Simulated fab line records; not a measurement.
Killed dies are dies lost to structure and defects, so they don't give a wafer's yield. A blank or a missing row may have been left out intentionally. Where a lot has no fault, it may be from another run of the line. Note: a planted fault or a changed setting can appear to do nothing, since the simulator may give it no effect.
What tool caused it? :: flow rit-cmos :: Sampling: 14 lots, 42 wafers, 2 of 202 route steps

## WHAT EACH GAUGE READ, for each wafer
RIT_M1_CD_MEAS_90: target cd 2600 nm.
lot: L270
measured: day 3 12:43
on: cd-sem-01
cd-nm (nm): 2606.0 2602.7 2603.1

lot: L271
measured: day 3 16:52
on: cd-sem-01
cd-nm (nm): 2598.9 2603.5 2602.2

lot: L272
measured: day 3 22:23
on: cd-sem-02
cd-nm (nm): 2598.9 2599.2 2600.1

lot: L274
measured: day 4 15:13
on: cd-sem-02
cd-nm (nm): 2604.4 2603.0 2604.2

lot: L275
measured: day 4 20:43
on: cd-sem-01
cd-nm (nm): 2602.7 2601.1 2599.0

lot: L276
measured: day 4 20:54
on: cd-sem-02
cd-nm (nm): 2596.7 2600.7 2599.4

lot: L277
measured: day 5 01:04
on: cd-sem-02
cd-nm (nm): 2603.3 2602.7 2607.2

lot: L278
measured: day 5 08:53
on: cd-sem-01
cd-nm (nm): 2604.1 2604.4 2604.6

lot: L280
measured: day 5 18:29
on: cd-sem-02
cd-nm (nm): 2603.2 2601.8 2603.1

lot: L286
measured: day 6 20:09
on: cd-sem-02
cd-nm (nm): 2618.5 2615.1 2614.5

lot: L288
measured: day 7 07:10
on: cd-sem-02
cd-nm (nm): 2618.6 2613.3 2617.5

lot: L289
measured: day 7 10:44
on: cd-sem-01
cd-nm (nm): 2601.3 2601.3 2600.9

lot: L290
measured: day 7 16:47
on: cd-sem-02
cd-nm (nm): 2603.9 2603.4 2601.5

lot: L292
measured: day 8 02:39
on: cd-sem-02
cd-nm (nm): 2600.5 2602.0 2601.3

## TOOL THAT RAN EACH LOT (tool first, then ch and the chambers of the sampled wafers, then the start)
lot: L270
RIT_M1_METAL_ETCH_12: rie-metal-01 ch 0,1, day 3 12:12

lot: L271
RIT_M1_METAL_ETCH_12: rie-metal-03 ch 0,1, day 3 16:22

lot: L272
RIT_M1_METAL_ETCH_12: rie-metal-02 ch 0,1, day 3 21:52

lot: L274
RIT_M1_METAL_ETCH_12: rie-metal-03 ch 0,1, day 4 14:41

lot: L275
RIT_M1_METAL_ETCH_12: rie-metal-02 ch 0,1, day 4 20:09

lot: L276
RIT_M1_METAL_ETCH_12: rie-metal-01 ch 0,1, day 4 20:22

lot: L277
RIT_M1_METAL_ETCH_12: rie-metal-03 ch 0,1, day 5 00:32

lot: L278
RIT_M1_METAL_ETCH_12: rie-metal-02 ch 1, day 5 08:22

lot: L280
RIT_M1_METAL_ETCH_12: rie-metal-03 ch 0, day 5 17:59

lot: L286
RIT_M1_METAL_ETCH_12: rie-metal-03 ch 0,1, day 6 19:38

lot: L288
RIT_M1_METAL_ETCH_12: rie-metal-03 ch 0,1, day 7 06:38

lot: L289
RIT_M1_METAL_ETCH_12: rie-metal-02 ch 0,1, day 7 10:14

lot: L290
RIT_M1_METAL_ETCH_12: rie-metal-01 ch 1, day 7 16:15

lot: L292
RIT_M1_METAL_ETCH_12: rie-metal-02 ch 0,1, day 8 02:07
- RIT_M1_METAL_ETCH_12: etches Al in Cl2/BCl3, stops on SiO2, time 165 s, target depth 600 nm.

## WHAT THE TOOLS THEMSELVES READ (means of the sampled wafers that have a number; where no wafer has one, the mark that the record gives instead)
RIT_M1_METAL_ETCH_12.
lot: L270
tool: rie-metal-01
drypump-motor-current-A (A): 5.9
oes-product-au (a.u.): 0.774
rf-fwd-power-W (W): 249.7
run-length-s (s): 193.7
throttle-valve-pct (%): 8.27

lot: L271
tool: rie-metal-03
drypump-motor-current-A (A): 5.8
oes-product-au (a.u.): 0.776
rf-fwd-power-W (W): 249.1
run-length-s (s): 193.3
throttle-valve-pct (%): 8.31

lot: L272
tool: rie-metal-02
drypump-motor-current-A (A): 5.7
oes-product-au (a.u.): 0.772
rf-fwd-power-W (W): 249.6
run-length-s (s): 193.6
throttle-valve-pct (%): 8.29

lot: L274
tool: rie-metal-03
drypump-motor-current-A (A): 5.8
oes-product-au (a.u.): 0.780
rf-fwd-power-W (W): 249.0
run-length-s (s): 193.1
throttle-valve-pct (%): 8.32

lot: L275
tool: rie-metal-02
drypump-motor-current-A (A): 5.7
oes-product-au (a.u.): 0.777
rf-fwd-power-W (W): 249.4
run-length-s (s): 193.5
throttle-valve-pct (%): 8.29

lot: L276
tool: rie-metal-01
drypump-motor-current-A (A): 5.9
oes-product-au (a.u.): 0.776
rf-fwd-power-W (W): 249.6
run-length-s (s): 193.6
throttle-valve-pct (%): 8.35

lot: L277
tool: rie-metal-03
drypump-motor-current-A (A): 5.7
oes-product-au (a.u.): 0.789
rf-fwd-power-W (W): 248.4
run-length-s (s): 193.4
throttle-valve-pct (%): 8.30

lot: L278
tool: rie-metal-02
drypump-motor-current-A (A): 6.4
oes-product-au (a.u.): 0.791
rf-fwd-power-W (W): 248.4
run-length-s (s): 193.9
throttle-valve-pct (%): 8.13

lot: L280
tool: rie-metal-03
drypump-motor-current-A (A): 5.6
oes-product-au (a.u.): 0.794
rf-fwd-power-W (W): 249.6
run-length-s (s): 193.4
throttle-valve-pct (%): 8.31

lot: L286
tool: rie-metal-03
drypump-motor-current-A (A): 5.8
oes-product-au (a.u.): 0.997
rf-fwd-power-W (W): -
run-length-s (s): 94.3
throttle-valve-pct (%): 8.28

lot: L288
tool: rie-metal-03
drypump-motor-current-A (A): 5.8
oes-product-au (a.u.): 0.992
rf-fwd-power-W (W): -
run-length-s (s): 94.0
throttle-valve-pct (%): 8.27

lot: L289
tool: rie-metal-02
drypump-motor-current-A (A): 6.0
oes-product-au (a.u.): 0.779
rf-fwd-power-W (W): 248.5
run-length-s (s): 193.7
throttle-valve-pct (%): 8.21

lot: L290
tool: rie-metal-01
drypump-motor-current-A (A): 6.0
oes-product-au (a.u.): 0.758
rf-fwd-power-W (W): 249.8
run-length-s (s): 194.3
throttle-valve-pct (%): 8.20

lot: L292
tool: rie-metal-02
drypump-motor-current-A (A): 6.0
oes-product-au (a.u.): 0.783
rf-fwd-power-W (W): 249.5
run-length-s (s): 193.6
throttle-valve-pct (%): 8.21

## THE ANSWER, worked out from the rows above alone
Rule: the lots themselves supply what counts as usual. The widest of any qualifying gaps counts: lots, ordered by their means at a reading, are off when they make up no more than a third of the lots, leave a main group of 4 or more, and stand apart from it by 3 or more times the standard deviation of that group's means. A main group whose means are all the same, to the digits that the tables above print for the reading, isn't used. Also off: a lot with no number at a reading for which 4 or more lots have one. Where the step has rows for the other lots, those lots are counted as sound. After the gauges, taken in route order, come the tools' own readings; for these a lot's mean is taken, as printed above. The first step at which some lot is off is used, and at that step the reading that is off furthest; a lot without a number counts as furthest.
Off at RIT_M1_CD_MEAS_90 (cd-nm): L286, L288. The main group has a mean of 2602.1 nm with a standard deviation of 1.8.
A tool fits if, at a process step before that reading, it ran every lot that is off, and no sound lot after the first of them. Not tried: the gauges at RIT_M1_CD_MEAS_90; whatever is off there is also off at RIT_M1_METAL_ETCH_12, on other tools, and gauge error can't account for it. One fits: RIT_M1_METAL_ETCH_12 on rie-metal-03. Its last sound lot is L280 (day 5 17:59), its first lot that is off L286 (day 6 19:38): a fault that began between those two fits.
The tool's own readings at RIT_M1_METAL_ETCH_12 bear it out: on the lots that are off they differ by more than 5 times the standard deviation of the sound lots' means. oes-product-au reads 0.994 a.u. there against 0.779 a.u. on the sound lots; run-length-s reads 94.2 s there against 193.6 s on the sound lots.
Blank at RIT_M1_METAL_ETCH_12 on the lots that are off, where sound lots have numbers: rf-fwd-power-W.

## WHAT WAS PUT IN BY THE SIMULATOR
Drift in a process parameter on rie-metal-03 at RIT_M1_METAL_ETCH_12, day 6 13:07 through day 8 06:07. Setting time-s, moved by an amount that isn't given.
Struck lots among those shown: L286, L288. Same finding as the rule above.
